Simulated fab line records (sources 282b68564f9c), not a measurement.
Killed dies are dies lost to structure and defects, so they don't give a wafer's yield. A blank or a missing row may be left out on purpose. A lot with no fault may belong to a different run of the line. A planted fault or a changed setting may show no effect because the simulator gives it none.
Split-lot experiment | flow rit_cmos | route with 202 steps; 3 lots, 14 wafers read

## ON THE SPLIT
At RIT_M1_METAL_ETCH_12 (etches Al in Cl2/BCl3, stops on SiO2, time 165 s, target depth 600 nm), the setting rf_w was moved away from the recipe's 250 W on 6 of the 14 wafers read, by +5.7% to +6.3%. For the rest of the wafers, this setting stayed at what the recipe calls for.

The split's own step is where the reading is taken.

## THE READING
NOVOLAK_of_M1_COAT_04.thk_nm (the simulator's own value, which no gauge read), in nm, at RIT_M1_METAL_ETCH_12 (etches Al in Cl2/BCl3, stops on SiO2, time 165 s, target depth 600 nm). No usual value for it is given in the file. Across the 8 wafers here that went through the recipe, the average is 807.4 nm and the standard deviation 4.8 nm.

wafer  | tool, chamber at the split | rf_w as run, W | against the recipe | NOVOLAK_of_M1_COAT_04.thk_nm, nm | against lot-mates on the recipe
L075.2 | rie_metal-01, 0            | 265.7          | +6.3%              | 795.9                            | -14.1
L075.3 | rie_metal-01, 0            | 265.7          | +6.3%              | 792.6                            | -17.4
L075.4 | rie_metal-01, 1            | 265.7          | +6.3%              | 782.1                            | -27.9
L075.5 | rie_metal-01, 0            | 250            | recipe             | 818.1                            | -
L075.6 | rie_metal-01, 1            | 250            | recipe             | 801.8                            | -
L079.1 | rie_metal-03, 0            | 250            | recipe             | 808.2                            | -
L079.4 | rie_metal-03, 0            | 250            | recipe             | 808                              | -
L079.6 | rie_metal-03, 0            | 250            | recipe             | 804.4                            | -
L082.1 | rie_metal-03, 1            | 250            | recipe             | 802.6                            | -
L082.2 | rie_metal-03, 0            | 264.3          | +5.7%              | 786.7                            | -19.5
L082.3 | rie_metal-03, 0            | 250            | recipe             | 809.4                            | -
L082.4 | rie_metal-03, 1            | 264.3          | +5.7%              | 785                              | -21.2
L082.5 | rie_metal-03, 0            | 264.3          | +5.7%              | 792.1                            | -14.1
L082.6 | rie_metal-03, 1            | 250            | recipe             | 806.7                            | -

THE FIT
A straight line over all 14 wafers: NOVOLAK_of_M1_COAT_04.thk_nm changes by -3.03 nm for each +1% of rf_w; r = -0.88; the points scatter about the line by 5.3 nm.
The same after taking each lot's own level away (the mean of its wafers on the recipe; 14 wafers): -3.17 nm for each +1%; r = -0.90; scatter 5 nm.
According to that fit, moving rf_w by its largest amount changes the reading by 20 nm.
The span of the lots' own levels, 806.23 to 809.95 nm, comes to 0.8 times the standard deviation stated above.
So the lot-to-lot level changes the slope little: the two slopes agree.
Check: for one of the wafers moved furthest among these (+6.3%), held out of the fit, the line's prediction against its lot-mates is -21.2 nm. It came out at -14.1 nm against them.

## FURTHER SPLITS ON THESE WAFERS
Note: prior to the reading, these wafers also went through further splits. Each is held against what the fit with the lots' levels taken away leaves over:
other split on the same wafers     | wafers away from the commonest value | r with NOVOLAK_of_M1_COAT_04.thk_nm (lot level and that fit taken away)
RIT_ACTIVE_COAT_06 resist_thk_nm   | 6                                    | +0.13
RIT_GATE_DEVELOP_15 develop_time_s | 6                                    | -0.11
RIT_PLDD_COAT_01 resist_thk_nm     | 6                                    | +0.52
RIT_PSD_IMPLANT_08 energy_kev      | 6                                    | -0.07

## THE FILE'S OWN FIT
NOVOLAK_of_M1_COAT_04.thk_nm changes by -3.17 nm for each +1% of rf_w, r = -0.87.
